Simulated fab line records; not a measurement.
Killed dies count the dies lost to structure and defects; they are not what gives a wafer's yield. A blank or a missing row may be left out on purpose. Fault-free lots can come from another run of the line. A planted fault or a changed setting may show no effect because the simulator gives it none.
8D (eight disciplines) problem report, filled in by code / flow rit cmos / the parts of the form that need people (team, actions taken, sign-off) are left out

## 1. THE ISSUE
Across 6 wafers from 2 lots, ACTIVE_OXIDE_THK at RIT_ACTIVE_THK_MEAS_02 averages 32.5 nm, while fault-free wafers read 46.6 nm with a standard deviation of 1. Relative to the usual mean, that is a shift of -14 standard deviations.
Earliest sighting: wafer L541.2 on film metro-03 at day 6 05:11. The record holds 42 wafers of 14 lots with a number at this step. By rule, "out" or "out of limits" means more than 4 standard deviations away from the usual mean. The other wafers with a number count as sound.

## 2. WHAT IT IS; WHAT IT IS NOT
question=which readings at this step; is=ACTIVE_OXIDE_THK; is not=-
question=which lots; is=L541, L542; is not=L519, L520, L522, L524, L525, L527, L529, L530, L531, L532, L533, L535
question=which wafers of those lots; is=all that have a number; is not=-
question=read on which gauges; is=film metro-02, film metro-03; is not=film metro-04
question=when; is=from day 6 05:11; is not=up to then (36 sound wafers)

## 3. SUSPECTS, AND WHAT RULES EACH OUT
Counting: a tool at a process step up to the reading stays a suspect if it ran every lot that is out and no sound lot after the first of them.
- the gauge at RIT_ACTIVE_THK_MEAS_02 has been ruled out. 2 gauges (film metro-02, film metro-03) read the wafers that are out.
- furnace-01 at RIT_ACTIVE_OXIDATION_01 (target thk 46.8 nm, ox time 3360 s): kept. Every lot that is out went through it, starting with L541 (day 6 03:14), and after that it ran no sound lot; the last sound lot it ran before then is L531 (day 3 22:44). Its own readings are out on those wafers: spike tc centre C, spike tc load C, spike tc source C, tube center temp C, tube_center_temp_C_max, zone power load pct.
The count leaves furnace-01 at RIT_ACTIVE_OXIDATION_01.

## 4. THE CAUSE (what the simulator had put in)
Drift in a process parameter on furnace-01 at RIT_ACTIVE_OXIDATION_01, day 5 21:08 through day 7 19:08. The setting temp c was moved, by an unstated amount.
This tool alone remained once counting was done.

## 5. SEQUENCE OF EFFECTS, ordered by route
Rows list readings where the struck wafers' mean (over those with a number) sits beyond 3 standard deviations from the usual. Scope: only readings with a usual standard deviation given in the record; hours: median across lots of the time from each lot's start at the first step in this table that gives one to its start at this step; sigmas: change in usual standard deviations.
hours=0; step=RIT_ACTIVE_OXIDATION_01; reading=spike tc centre C; usual=1002.0 C; on struck wafers=962.9; change=-39.1; sigmas=-26
hours=0; step=RIT_ACTIVE_OXIDATION_01; reading=spike tc load C; usual=1024.3 C; on struck wafers=987.9; change=-36.4; sigmas=-12
hours=0; step=RIT_ACTIVE_OXIDATION_01; reading=spike tc source C; usual=1024.4 C; on struck wafers=985.8; change=-38.7; sigmas=-23
hours=0; step=RIT_ACTIVE_OXIDATION_01; reading=tube center temp C; usual=999.98 C; on struck wafers=959.94; change=-40.04; sigmas=-99 or more
hours=0; step=RIT_ACTIVE_OXIDATION_01; reading=tube_center_temp_C_max; usual=1002.6; on struck wafers=962.7; change=-39.9; sigmas=-89
hours=0; step=RIT_ACTIVE_OXIDATION_01; reading=zone power centre pct; usual=45.6 %; on struck wafers=43.4; change=-2.2; sigmas=-4.0
hours=0; step=RIT_ACTIVE_OXIDATION_01; reading=zone power load pct; usual=35.3 %; on struck wafers=31.3; change=-4.0; sigmas=-5.8
hours=2; step=RIT_ACTIVE_THK_MEAS_02; reading=ACTIVE_OXIDE_THK; usual=46.6 nm; on struck wafers=32.5; change=-14.1; sigmas=-14
Process steps it contains:
- RIT_ACTIVE_OXIDATION_01: target thk 46.8 nm, ox time 3360 s.

## 6. WHAT WOULD HAVE CAUGHT IT SOONER
Counted from the fault's start at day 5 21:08, it took 8 hours until the first out-of-limits reading at a measuring or inspecting step in this record, taken at day 6 05:11.
At RIT_ACTIVE_OXIDATION_01, the tool's own readings (spike tc centre C, spike tc load C, spike tc source C, tube center temp C, tube_center_temp_C_max, zone power load pct) were out on each struck wafer the step has a row for, so an alarm limit on them would have fired on the first such wafer.
Among the 2 lots that are out, L542 began RIT_ACTIVE_OXIDATION_01 on furnace-01 after day 6 05:11. A tool hold placed at that time would have kept it from harm.
